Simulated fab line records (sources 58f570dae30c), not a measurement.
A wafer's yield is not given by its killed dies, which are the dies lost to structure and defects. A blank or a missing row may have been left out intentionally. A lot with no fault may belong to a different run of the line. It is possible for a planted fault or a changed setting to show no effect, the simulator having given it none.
Which tool is to blame?	flow berkeley-cmos170	14 lots with 42 wafers sampled at 3 steps, on a route of 331 steps

== WHAT EACH GAUGE READ, for each wafer ==
UCB170_GATE_CD_MEAS_90: the cd target is 350 nm.
lot	measured	on	cd-nm (nm)
L743	day 6 11:23	cd-sem-01	352.0 351.9 352.3
L742	day 6 11:38	cd-sem-01	349.0 348.5 349.4
L745	day 6 18:04	cd-sem-02	350.6 350.8 351.4
L747	day 7 06:43	cd-sem-02	351.8 351.8 351.5
L746	day 7 06:57	cd-sem-01	350.7 350.0 351.6
L748	day 7 14:09	cd-sem-01	349.5 349.3 350.4
L749	day 8 03:22	cd-sem-01	348.1 349.2 349.1
L751	day 8 16:56	cd-sem-02	349.0 349.1 349.5
L754	day 8 21:15	cd-sem-02	350.1 349.9 349.4
L758	day 9 12:35	cd-sem-01	350.9 349.6 350.3
L755	day 9 12:58	cd-sem-02	347.6 348.7 348.2
L761	day 10 05:40	cd-sem-01	348.7 349.7 349.4
L759	day 10 05:48	cd-sem-01	350.7 349.0 350.4
L763	day 10 12:15	cd-sem-01	353.1 353.1 351.7

UCB170_M3_CD_MEAS_15: the cd target is 700 nm.
lot	measured	on	cd-nm (nm)
L743	day 8 06:59	cd-sem-02	700.6 700.0 700.7
L742	day 8 06:40	cd-sem-02	701.0 701.4 701.6
L745	day 8 10:47	cd-sem-02	697.9 699.2 698.1
L747	day 8 20:35	cd-sem-02	699.3 699.6 700.3
L746	day 8 21:09	cd-sem-01	698.9 701.0 700.3
L748	day 9 02:42	cd-sem-02	699.3 701.3 700.5
L749	day 9 19:40	cd-sem-01	701.3 701.5 701.5
L751	day 10 05:34	cd-sem-01	702.9 701.8 701.8
L754	day 10 13:38	cd-sem-01	701.0 698.6 698.2
L758	day 11 02:48	cd-sem-01	701.4 700.2 702.6
L755	day 11 03:10	cd-sem-01	699.8 700.6 700.9
L761	day 12 00:54	cd-sem-02	699.4 698.5 699.2
L759	day 12 00:38	cd-sem-01	700.8 700.7 700.1
L763	day 12 02:47	cd-sem-01	702.3 703.2 702.3

== TOOL THAT RAN EACH LOT (tool first, then ch and the chambers of the sampled wafers, then the start) ==
lot	UCB170_V1_PEB_10
L743	litho-track-02 ch 0, day 7 22:46
L742	litho-track-03 ch 0, day 7 22:32
L745	litho-track-01 ch 0, day 8 02:32
L747	litho-track-03 ch 0, day 8 11:46
L746	litho-track-02 ch 0, day 8 11:59
L748	litho-track-02 ch 0, day 8 16:56
L749	litho-track-02 ch 0, day 9 08:17
L751	litho-track-01 ch 0, day 9 19:55
L754	litho-track-02 ch 0, day 10 03:07
L758	litho-track-02 ch 0, day 10 16:56
L755	litho-track-01 ch 0, day 10 17:17
L761	litho-track-01 ch 0, day 11 15:21
L759	litho-track-02 ch 0, day 11 15:21
L763	litho-track-02 ch 0, day 11 15:52
- UCB170_V1_PEB_10

== WHAT THE TOOLS THEMSELVES READ (means of the sampled wafers that have a number; where no wafer has one, the mark that the record gives instead) ==
UCB170_V1_PEB_10.
lot	tool	heater-power-total-W (W)	plate-sensor-t-centre-C (C)	plate-sensor-t-edge-C (C)
L743	litho-track-02	56.81	131.41	131.54
L742	litho-track-03	56.83	131.40	131.53
L745	litho-track-01	56.79	131.40	131.54
L747	litho-track-03	56.81	131.41	131.54
L746	litho-track-02	56.84	131.40	131.53
L748	litho-track-02	56.88	131.40	131.53
L749	litho-track-02	56.86	131.40	131.53
L751	litho-track-01	56.82	131.41	131.53
L754	litho-track-02	56.83	131.41	131.53
L758	litho-track-02	56.81	131.41	131.54
L755	litho-track-01	56.79	131.41	131.53
L761	litho-track-01	56.88	131.41	131.53
L759	litho-track-02	56.80	131.41	131.53
L763	litho-track-02	56.88	131.42	131.53

== THE ANSWER, worked out from the rows above alone ==
Rule: usual is defined by the lots themselves. The widest of any qualifying gaps counts: lots, ordered by their means at a reading, are off when they make up no more than a third of the lots, leave a main group of 4 or more, and stand apart from it by 3 or more times the standard deviation of that group's means. If all means in a main group match to the digits the tables above print for the reading, that group is not used. A lot without any number at a reading at which 4 lots or more have one is off too. Where the step has rows for the other lots, those lots are counted as sound. First the gauges in route order, then the tools' own readings, where a lot's mean is used as printed above. The first step at which some lot is off is used, and at that step the reading that is off furthest; a lot without a number counts as furthest.
No lot is off on any of the readings shown, so nothing can be concluded from this.

== WHAT HAD BEEN PUT IN BY THE SIMULATOR ==
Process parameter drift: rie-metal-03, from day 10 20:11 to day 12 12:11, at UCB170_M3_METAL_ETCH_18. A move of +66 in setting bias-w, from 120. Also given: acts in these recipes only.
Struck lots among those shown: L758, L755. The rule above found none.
